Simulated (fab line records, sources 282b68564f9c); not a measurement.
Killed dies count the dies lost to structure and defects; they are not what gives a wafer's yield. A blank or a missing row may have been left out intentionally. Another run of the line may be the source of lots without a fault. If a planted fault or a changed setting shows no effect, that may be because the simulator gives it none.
A sampling plan put to the test | flow rit_cmos | one fab line, 11 faults that these records tell of, each judged on the records of the lots that it struck
The plan is the line's own looks: the steps of the route at which a gauge or an inspection reads the wafer and doesn't change it. A look is open to judgement when struck wafers have a number at it and the file gives its usual mean and standard deviation on fault-free wafers. Caught: a look later than the fault's first step finds the struck wafers' mean 4 or more of those standard deviations (sigma) from the usual mean. On the tool: the identical test, applied to the tool's own readings at the steps of the fault. A different recipe on the struck wafers counts as caught too, as does a record blank only for those wafers.

## THE FAULTS, as the simulator had put them in
1. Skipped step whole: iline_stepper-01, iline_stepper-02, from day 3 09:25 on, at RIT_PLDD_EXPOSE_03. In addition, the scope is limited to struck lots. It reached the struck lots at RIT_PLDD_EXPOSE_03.
2. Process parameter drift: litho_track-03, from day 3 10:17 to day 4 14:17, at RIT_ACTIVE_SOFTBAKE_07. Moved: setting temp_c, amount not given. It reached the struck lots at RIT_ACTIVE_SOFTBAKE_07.
3. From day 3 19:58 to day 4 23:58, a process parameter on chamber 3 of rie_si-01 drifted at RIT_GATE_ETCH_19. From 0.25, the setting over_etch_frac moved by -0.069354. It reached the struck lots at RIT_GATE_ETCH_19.
4. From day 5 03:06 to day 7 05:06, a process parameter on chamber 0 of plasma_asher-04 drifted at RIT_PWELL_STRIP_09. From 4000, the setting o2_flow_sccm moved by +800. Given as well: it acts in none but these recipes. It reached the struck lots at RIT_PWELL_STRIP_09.
5. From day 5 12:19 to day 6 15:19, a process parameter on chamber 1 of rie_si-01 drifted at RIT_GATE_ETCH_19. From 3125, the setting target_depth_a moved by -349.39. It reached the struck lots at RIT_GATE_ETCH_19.
6. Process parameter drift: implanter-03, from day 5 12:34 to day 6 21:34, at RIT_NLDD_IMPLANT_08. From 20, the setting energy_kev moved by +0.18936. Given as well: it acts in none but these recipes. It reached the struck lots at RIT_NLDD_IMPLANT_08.
7. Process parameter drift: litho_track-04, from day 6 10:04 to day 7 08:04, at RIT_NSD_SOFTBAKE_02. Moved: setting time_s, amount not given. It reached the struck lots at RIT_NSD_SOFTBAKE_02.
8. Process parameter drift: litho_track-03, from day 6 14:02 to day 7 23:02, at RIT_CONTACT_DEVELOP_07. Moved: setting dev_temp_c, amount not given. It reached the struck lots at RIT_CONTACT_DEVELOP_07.
9. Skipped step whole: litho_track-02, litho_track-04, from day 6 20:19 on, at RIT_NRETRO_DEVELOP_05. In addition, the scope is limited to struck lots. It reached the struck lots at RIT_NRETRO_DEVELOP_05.
10. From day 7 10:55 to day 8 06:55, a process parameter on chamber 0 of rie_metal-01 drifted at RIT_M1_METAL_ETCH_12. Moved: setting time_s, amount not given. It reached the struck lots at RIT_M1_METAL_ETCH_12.
11. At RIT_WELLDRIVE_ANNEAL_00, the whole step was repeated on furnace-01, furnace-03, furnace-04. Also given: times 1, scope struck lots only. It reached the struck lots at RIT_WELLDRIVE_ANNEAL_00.

## WHAT THE PLAN SAW
fault | on the tool itself                               | first look that catches it                      | reading, sigma | median hours from its first step to that look | hours from the fault's start to the first struck lot there | judged looks passed uncaught
1     | no reading that can be judged                    | not the one look that can be judged after it    | -              | -                                             | -                                                          | 1
2     | heater_power_total_W +20 sigma                   | none of the 2 looks that can be judged after it | -              | -                                             | -                                                          | 2
3     | oes_product_au +4.1 sigma                        | no look after it can be judged                  | -              | -                                             | -                                                          | 0
4     | o2_flow_sccm +61 sigma                           | no look after it can be judged                  | -              | -                                             | -                                                          | 0
5     | oes_product_au +5.6 sigma                        | no look after it can be judged                  | -              | -                                             | -                                                          | 0
6     | beam_energy_keV +30 sigma                        | none of the 2 looks that can be judged after it | -              | -                                             | -                                                          | 2
7     | run_length_s +60 sigma                           | not the one look that can be judged after it    | -              | -                                             | -                                                          | 1
8     | developer_temp_C +7.3 sigma                      | no look after it can be judged                  | -              | -                                             | -                                                          | 0
9     | the tool's record is blank for the struck wafers | no look after it can be judged                  | -              | -                                             | -                                                          | 0
10    | run_length_s +46 sigma                           | no look after it can be judged                  | -              | -                                             | -                                                          | 0
11    | under 2 sigma                                    | no look after it can be judged                  | -              | -                                             | -                                                          | 0
A dash: the fault isn't caught, or these records don't give the number.

Caught at a look: 0 of 11. Caught on the tool: 9 of 11. By one or the other: 9 of 11.
Faults caught by the tool alone: 2, 3, 4, 5, 6, 7, 8, 9, 10.
Caught by neither: faults 1, 11.
